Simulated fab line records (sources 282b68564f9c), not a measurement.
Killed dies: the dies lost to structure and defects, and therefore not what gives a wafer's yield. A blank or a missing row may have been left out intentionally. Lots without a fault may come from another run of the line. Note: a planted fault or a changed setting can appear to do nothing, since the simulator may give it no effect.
The tool behind it: which one? :: flow rit-cmos :: 14 lots, 42 wafers sampled, at 2 steps of a route of 202

== WHAT THE GAUGES SHOWED, per wafer ==
RIT_GATE_THK_MEAS_09.
lot: L148
measured: day 2 11:10
on: film-metro-01
GATE_POLY_THK (nm): 252.5 251.9 252.6

lot: L149
measured: day 2 18:52
on: film-metro-01
GATE_POLY_THK (nm): 251.4 252.8 252.6

lot: L150
measured: day 2 21:49
on: film-metro-01
GATE_POLY_THK (nm): 250.2 252.8 250.5

lot: L151
measured: day 3 04:01
on: film-metro-02
GATE_POLY_THK (nm): 246.2 245.0 248.9

lot: L153
measured: day 3 15:50
on: film-metro-01
GATE_POLY_THK (nm): 251.0 250.2 249.5

lot: L154
measured: day 3 19:06
on: film-metro-02
GATE_POLY_THK (nm): 251.5 254.9 255.2

lot: L156
measured: day 4 05:58
on: film-metro-02
GATE_POLY_THK (nm): 248.2 249.1 250.1

lot: L157
measured: day 4 11:03
on: film-metro-02
GATE_POLY_THK (nm): 249.3 249.2 247.8

lot: L158
measured: day 4 14:05
on: film-metro-02
GATE_POLY_THK (nm): 250.7 251.0 249.9

lot: L159
measured: day 4 18:36
on: film-metro-01
GATE_POLY_THK (nm): 251.7 251.1 250.8

lot: L160
measured: day 4 22:50
on: film-metro-02
GATE_POLY_THK (nm): 250.8 250.2 247.5

lot: L161
measured: day 5 05:36
on: film-metro-02
GATE_POLY_THK (nm): 251.4 254.5 252.2

lot: L164
measured: day 5 18:59
on: film-metro-02
GATE_POLY_THK (nm): 413.7 416.6 416.0

lot: L168
measured: day 6 16:25
on: film-metro-02
GATE_POLY_THK (nm): 413.8 413.1 412.2

== WHAT TOOL EACH LOT RAN ON (gives the tool, then ch and the chambers of the sampled wafers, and finally the start) ==
lot: L148
RIT_GATE_CVD_08: lpcvd-02 ch 1, day 2 09:32

lot: L149
RIT_GATE_CVD_08: lpcvd-02 ch 1, day 2 17:15

lot: L150
RIT_GATE_CVD_08: lpcvd-01 ch 0, day 2 20:12

lot: L151
RIT_GATE_CVD_08: lpcvd-01 ch 0, day 3 02:23

lot: L153
RIT_GATE_CVD_08: lpcvd-02 ch 0, day 3 13:25

lot: L154
RIT_GATE_CVD_08: lpcvd-02 ch 1, day 3 16:41

lot: L156
RIT_GATE_CVD_08: lpcvd-01 ch 0, day 4 04:20

lot: L157
RIT_GATE_CVD_08: lpcvd-01 ch 0, day 4 09:25

lot: L158
RIT_GATE_CVD_08: lpcvd-02 ch 0, day 4 12:28

lot: L159
RIT_GATE_CVD_08: lpcvd-01 ch 1, day 4 16:57

lot: L160
RIT_GATE_CVD_08: lpcvd-02 ch 1, day 4 21:12

lot: L161
RIT_GATE_CVD_08: lpcvd-02 ch 1, day 5 03:57

lot: L164
RIT_GATE_CVD_08: lpcvd-02 ch 1, day 5 17:22

lot: L168
RIT_GATE_CVD_08: lpcvd-02 ch 1, day 6 13:59
- RIT_GATE_CVD_08: deposits poly-Si from SiH4, target thk 250 nm, time 2220 s.

== WHAT THE TOOLS THEMSELVES READ (means of the sampled wafers that have a number; where no wafer has one, the mark that the record gives instead) ==
RIT_GATE_CVD_08.
lot: L148
tool: lpcvd-02
susceptor-temp-C (C): 610.11

lot: L149
tool: lpcvd-02
susceptor-temp-C (C): 610.01

lot: L150
tool: lpcvd-01
susceptor-temp-C (C): 610.15

lot: L151
tool: lpcvd-01
susceptor-temp-C (C): 609.83

lot: L153
tool: lpcvd-02
susceptor-temp-C (C): 609.83

lot: L154
tool: lpcvd-02
susceptor-temp-C (C): 609.91

lot: L156
tool: lpcvd-01
susceptor-temp-C (C): 609.94

lot: L157
tool: lpcvd-01
susceptor-temp-C (C): 609.76

lot: L158
tool: lpcvd-02
susceptor-temp-C (C): 610.15

lot: L159
tool: lpcvd-01
susceptor-temp-C (C): 609.77

lot: L160
tool: lpcvd-02
susceptor-temp-C (C): 609.92

lot: L161
tool: lpcvd-02
susceptor-temp-C (C): 609.73

lot: L164
tool: lpcvd-02
susceptor-temp-C (C): 610.16

lot: L168
tool: lpcvd-02
susceptor-temp-C (C): 609.61

== THE ANSWER, worked out from the rows above alone ==
Rule: the usual values come from the lots themselves. Put in order of their means at a reading, lots are off if they are a third of the lots or fewer, leave a main group of 4 or more, and stand apart from it by a gap of 3 or more times the standard deviation of the main group's means; of several such gaps the widest counts. A main group whose means are all the same, to the digits that the tables above print for the reading, isn't used. A lot without any number at a reading at which 4 lots or more have one is off too. Where the step has rows for the other lots, those lots are counted as sound. First the gauges in route order, then the tools' own readings, where a lot's mean is used as printed above. The first step at which some lot is off is used, and at that step the reading that is off furthest; a lot without a number counts as furthest.
Off: L164, L168, at RIT_GATE_THK_MEAS_09 (GATE_POLY_THK). For the main group the mean is 250.7 nm and the standard deviation 1.9.
A tool fits if, at a process step before that reading, it ran every lot that is off, and no sound lot after the first of them. Gauges at RIT_GATE_THK_MEAS_09: tried the same way as those tools. Can't be told from this: 2 tools fit, lpcvd-02 at RIT_GATE_CVD_08, film-metro-02 at RIT_GATE_THK_MEAS_09.

== WHAT THE SIMULATOR HAD PUT IN ==
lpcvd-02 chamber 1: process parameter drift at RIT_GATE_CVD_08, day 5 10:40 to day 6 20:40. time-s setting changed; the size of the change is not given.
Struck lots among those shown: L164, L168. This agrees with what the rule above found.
